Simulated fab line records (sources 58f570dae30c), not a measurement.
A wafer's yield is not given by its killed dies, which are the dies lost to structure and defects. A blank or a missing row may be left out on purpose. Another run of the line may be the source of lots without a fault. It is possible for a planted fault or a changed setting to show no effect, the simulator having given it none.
fab line records    flow berkeley_cmos170
record: lots: 14  wafers: 42  last_day: 14
route steps=331 shown NSD@188
lots that met no fault: from a run of the same line without faults
start_h: start of the lot's first displayed wafer, in hours after the record's first day    wait_h: how many hours have passed since the lot's step before this one    " repeats the value in the row above    L1.1+2: a single row standing in for several wafers    - no value, or no start given    * or withheld: withheld    < > ~ a bound
route shown NAME@n: NAME is a module with steps in the file, n the number in the route of the first one    usual: mean/standard deviation of fault-free wafers    same: alike in all rows    chamber/n: place in a boat    sites: per-site readings    _std_site: standard deviation of those values    _edge_site: inner sites' mean taken away from outer sites' mean    radius_mm: how far each site lies from the wafer's centre    mask NAME#n: copy n    behind: the most recent tool/chamber to have shaped the wafer    hold: cause of the lot's hold/its duration in hours/its outcome    device: names the non-switching transistor (n, p or np)    end of line: the tests these same wafers got at the end of their route    a step given without rows: its recipe and nothing more    killed: the dies lost at the first sort to structure and to defects; this is not the yield of the wafer    map: the dies of a wafer, with x for killed, . for not killed, _ for no die there
set.NAME: the setting the step ran with; set.NAME@STEP: the setting that earlier step ran with    model.NAME: the simulator's own value behind a step, which no gauge read
the route's steps for a sample of lots (tables are steps, rows are wafers)
services: from which hour (start_h, from the record's first day; less than 0 if before it) a tool's chamber was out of use, for how many hours, and why
== steps ==
step: UCB170_NSD_COAT_01
recipe: resist: KrF  spin_rpm: 1500  resist_thk_nm: 900
usual: spin_speed_rpm: 1499.8/1.1
lot.wafer  tool            chamber  start_h  wait_h  spin_speed_rpm
L850.1     litho_track-03  0        177.38   0.1     1500.1
L850.4     "               0        "        "       1498.7
L850.6     "               0        "        "       1500.0
L849.1     litho_track-02  0        177.61   0.1     1501.3
L849.2     "               0        "        "       1500.1
L849.5     "               0        "        "       1498.9
L851.1     litho_track-02  0        185.50   0.1     1497.5
L851.2     "               0        "        "       1501.0
L851.5     "               0        "        "       1499.0
L852.2     litho_track-02  0        185.98   0.1     1501.8
L852.3     "               0        "        "       1500.8
L852.4     "               0        "        "       1500.1
L853.4     litho_track-02  0        210.84   0.1     1501.0
L853.5     "               0        "        "       1497.9
L853.6     "               0        "        "       1500.5
L856.1     litho_track-03  0        211.09   0.1     1500.3
L856.2     "               0        "        "       1499.1
L856.6     "               0        "        "       1498.0
L855.1     litho_track-02  0        211.33   0.1     1499.9
L855.2     "               0        "        "       1497.1
L855.6     "               0        "        "       1499.0
L857.1     litho_track-02  0        222.24   0.1     1500.0
L857.5     "               0        "        "       1499.8
L857.6     "               0        "        "       1499.4
L859.1     litho_track-02  0        239.13   0.1     1501.3
L859.3     "               0        "        "       1499.2
L859.4     "               0        "        "       1499.6
L863.2     litho_track-03  0        251.61   0.1     1360.4
L863.4     "               0        "        "       1357.1
L863.5     "               0        "        "       1358.8
L862.1     litho_track-02  0        251.87   0.1     1500.2
L862.5     "               0        "        "       1500.8
L862.6     "               0        "        "       1500.1
L864.2     litho_track-03  0        252.06   0.1     1359.3
L864.4     "               0        "        "       1359.6
L864.6     "               0        "        "       1359.0
L869.1     litho_track-02  0        290.29   0.1     1499.7
L869.2     "               0        "        "       1498.3
L869.3     "               0        "        "       1496.5
L870.1     litho_track-04  0        297.54   0.1     1498.9
L870.4     "               0        "        "       1500.4
L870.5     "               0        "        "       1500.5
step: UCB170_NSD_STRIP_09
recipe: chemistry: O2  power_w: 400  pressure_mtorr: 3500  platen_temp_c: withheld  o2_flow_sccm: 400  overash_fraction: 0.5
usual: drypump_motor_current_A: 5.6/0.31  oes_product_au: 0.532/0.0047  strip_time_to_endpoint_s: 35.93/0.086
lot.wafer  tool             chamber  start_h  wait_h  drypump_motor_current_A  oes_product_au  rf_hours_counter_h  strip_time_to_endpoint_s
L850.1     plasma_asher-03  1        178.49   0.1     5.6                      0.538           7                   36.07
L850.4     "                1        "        "       5.6                      0.533           -                   36.03
L850.6     "                1        "        "       5.6                      0.526           -                   36.00
L849.1     plasma_asher-01  0        178.73   0.1     6.1                      0.536           40                  36.08
L849.2     "                1        "        "       5.4                      0.527           40                  36.05
L849.5     "                0        "        "       6.0                      0.534           -                   36.09
L851.1     plasma_asher-03  0        186.69   0.1     5.2                      0.530           7                   35.94
L851.2     "                1        "        "       5.6                      0.527           7                   35.88
L851.5     "                1        "        "       5.6                      0.530           -                   35.96
L852.2     plasma_asher-01  1        187.08   0.1     5.4                      0.532           41                  35.92
L852.3     "                1        "        "       5.4                      0.531           -                   35.85
L852.4     "                0        "        "       6.1                      0.533           -                   35.95
L853.4     plasma_asher-01  1        211.99   0.1     5.4                      0.528           -                   35.86
L853.5     "                1        "        "       5.4                      0.529           -                   35.81
L853.6     "                0        "        "       6.0                      0.536           -                   35.79
L856.1     plasma_asher-01  1        212.44   0.1     5.4                      0.533           43                  35.80
L856.2     "                0        "        "       6.1                      0.528           43                  35.84
L856.6     "                1        "        "       5.4                      0.540           -                   35.87
L855.1     plasma_asher-03  0        212.51   0.1     5.2                      0.532           10                  35.97
L855.2     "                1        "        "       5.6                      0.531           10                  35.92
L855.6     "                1        "        "       5.6                      0.531           -                   35.98
L857.1     plasma_asher-04  1        223.56   0.1     6.0                      0.526           47                  35.90
L857.5     "                0        "        "       5.4                      0.532           -                   35.95
L857.6     "                1        "        "       6.0                      0.530           -                   35.96
L859.1     plasma_asher-04  1        240.62   0.1     6.0                      0.533           48                  35.88
L859.3     "                1        "        "       6.0                      0.538           -                   35.91
L859.4     "                0        "        "       5.4                      0.529           -                   35.95
L863.2     plasma_asher-04  0        252.92   0.1     5.4                      0.535           50                  37.04
L863.4     "                1        "        "       6.0                      0.533           -                   37.02
L863.5     "                0        "        "       5.5                      0.542           -                   37.13
L862.1     plasma_asher-03  1        253.04   0.1     5.6                      0.536           14                  35.95
L862.5     "                1        "        "       5.6                      0.531           -                   35.87
L862.6     "                0        "        "       5.2                      0.533           -                   35.87
L864.2     plasma_asher-01  1        253.23   0.1     5.4                      0.532           47                  37.13
L864.4     "                0        "        "       6.1                      0.541           -                   37.20
L864.6     "                0        "        "       6.1                      0.546           -                   37.13
L869.1     plasma_asher-01  0        291.72   0.1     6.0                      0.540           51                  35.93
L869.2     "                1        "        "       5.4                      0.534           51                  35.84
L869.3     "                1        "        "       5.4                      0.533           -                   35.83
L870.1     plasma_asher-03  1        298.87   0.1     5.6                      0.532           18                  35.89
L870.4     "                1        "        "       5.5                      0.532           -                   35.94
L870.5     "                0        "        "       5.3                      0.528           -                   35.88
== services ==
tool             chamber  start_h  hours  kind
plasma_asher-04  -        250.51   2.0    repair
== key ==
first_sign: step: UCB170_NSD_COAT_01  reading: spin_speed_rpm  direction: down  sigmas: 99+  usual: 1499.8  struck: 1359.0
effect: step: UCB170_NSD_STRIP_09  reading: strip_time_to_endpoint_s  direction: up  sigmas: 14  usual: *  struck: *
met_at UCB170_NSD_COAT_01
struck_lots L863,L864
tester_left_out L863,L864
onset_between 211.09 251.61
fault: kind: process_parameter_drift  tool: litho_track-03  chamber: -  onset_h: 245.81  steps: UCB170_NSD_COAT_01  channel: spin_rpm  offset: -141.42  shape: step  end_h: 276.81  acts_in: these_recipes_only  stated: 1500
tester_left_out: of these lots the tester's yield and bins aren't shown, on N5 and GAA mostly nor the transistor test; their killed dies are dies lost to structure and defects alone, not to doping, threshold or leakage, so they don't give the yield
